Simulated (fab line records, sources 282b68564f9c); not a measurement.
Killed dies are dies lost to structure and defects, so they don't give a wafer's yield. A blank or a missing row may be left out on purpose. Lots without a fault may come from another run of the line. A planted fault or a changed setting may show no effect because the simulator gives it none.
Split-lot experiment | flow rit_cmos | 5 lots, 23 wafers read, on a route of 202 steps

THE SPLIT
At RIT_GATE_CVD_08 (deposits poly-Si from SiH4, target thk 250 nm, time 2220 s), the setting pressure_mtorr was moved away from the recipe's 300 mTorr on 20 of the 23 wafers read, by -10.4% to +6.7%. The other wafers ran this setting at the recipe's value.

The file shows no step between the split and the reading.

THE READING
GATE_POLY_THK, in nm, at RIT_GATE_THK_MEAS_09. Fault-free wafers of this fab line usually give 249.5 nm, standard deviation 1.7 nm.

wafer  | tool, chamber at the split | pressure_mtorr as run, mTorr | against the recipe | GATE_POLY_THK, nm | against lot-mates on the recipe
L074.1 | -, -                       | 274.1                        | -8.6%              | 238.4             | no lot-mate on the recipe
L074.2 | -, -                       | 274.1                        | -8.6%              | 237.2             | no lot-mate on the recipe
L074.3 | -, -                       | 274.1                        | -8.6%              | 237.6             | no lot-mate on the recipe
L074.5 | -, -                       | 274.1                        | -8.6%              | 239.7             | no lot-mate on the recipe
L074.6 | -, -                       | 274.1                        | -8.6%              | 236.3             | no lot-mate on the recipe
L076.1 | lpcvd-01, 1                | 300                          | recipe             | 250.7             | -
L076.3 | lpcvd-01, 1                | 300                          | recipe             | 250.9             | -
L076.6 | lpcvd-01, 1                | 300                          | recipe             | 250.8             | -
L077.1 | -, -                       | 268.8                        | -10.4%             | 236.9             | no lot-mate on the recipe
L077.2 | -, -                       | 268.8                        | -10.4%             | 235.9             | no lot-mate on the recipe
L077.4 | -, -                       | 268.8                        | -10.4%             | 233.6             | no lot-mate on the recipe
L077.5 | -, -                       | 268.8                        | -10.4%             | 237.2             | no lot-mate on the recipe
L077.6 | -, -                       | 268.8                        | -10.4%             | 237.9             | no lot-mate on the recipe
L079.1 | -, -                       | 320.1                        | +6.7%              | 261.3             | no lot-mate on the recipe
L079.2 | -, -                       | 320.1                        | +6.7%              | 259.5             | no lot-mate on the recipe
L079.4 | -, -                       | 320.1                        | +6.7%              | 261.3             | no lot-mate on the recipe
L079.5 | -, -                       | 320.1                        | +6.7%              | 259.2             | no lot-mate on the recipe
L079.6 | -, -                       | 320.1                        | +6.7%              | 258.6             | no lot-mate on the recipe
L081.2 | -, -                       | 274                          | -8.7%              | 236.0             | no lot-mate on the recipe
L081.3 | -, -                       | 274                          | -8.7%              | 237.9             | no lot-mate on the recipe
L081.4 | -, -                       | 274                          | -8.7%              | 236.1             | no lot-mate on the recipe
L081.5 | -, -                       | 274                          | -8.7%              | 237.3             | no lot-mate on the recipe
L081.6 | -, -                       | 274                          | -8.7%              | 238.3             | no lot-mate on the recipe

THE FIT
A straight line over all 23 wafers: GATE_POLY_THK changes by +1.44 nm for each +1% of pressure_mtorr; r = +0.99; the points scatter about the line by 1.3 nm.
Too few moved wafers have a lot-mate on the recipe to fit a line with each lot's own level taken away.

THE WHOLE CHAIN: every reading that the file lists as answering this split, in the file's order
step                 | what it does                                                                    | reading                                                                        | change (the file's fit)              | r (the file's)
RIT_GATE_CVD_08      | deposits poly-Si from SiH4, target thk 250 nm, time 2220 s                      | poly-Si_of_GATE_CVD_08.thk_nm (the simulator's own value, which no gauge read) | +1.43 nm for each +1% of the setting | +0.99
RIT_GATE_THK_MEAS_09 |                                                                                 | GATE_POLY_THK                                                                  | +1.43 for each +1% of the setting    | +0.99
RIT_GATE_ETCH_19     | etches poly-Si in SF6/CHF3/O2, stops on SiO2, time 165 s, target depth 312.5 nm | GATE.feature_depth_nm (the simulator's own value, which no gauge read)         | +1.43 nm for each +1% of the setting | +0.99
RIT_GATE_ETCH_19     | etches poly-Si in SF6/CHF3/O2, stops on SiO2, time 165 s, target depth 312.5 nm | etch.depth_nm (the simulator's own value, which no gauge read)                 | +1.43 nm for each +1% of the setting | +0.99

THE FILE'S OWN FIT
GATE_POLY_THK changes by +1.43 nm for each +1% of pressure_mtorr, r = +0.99.
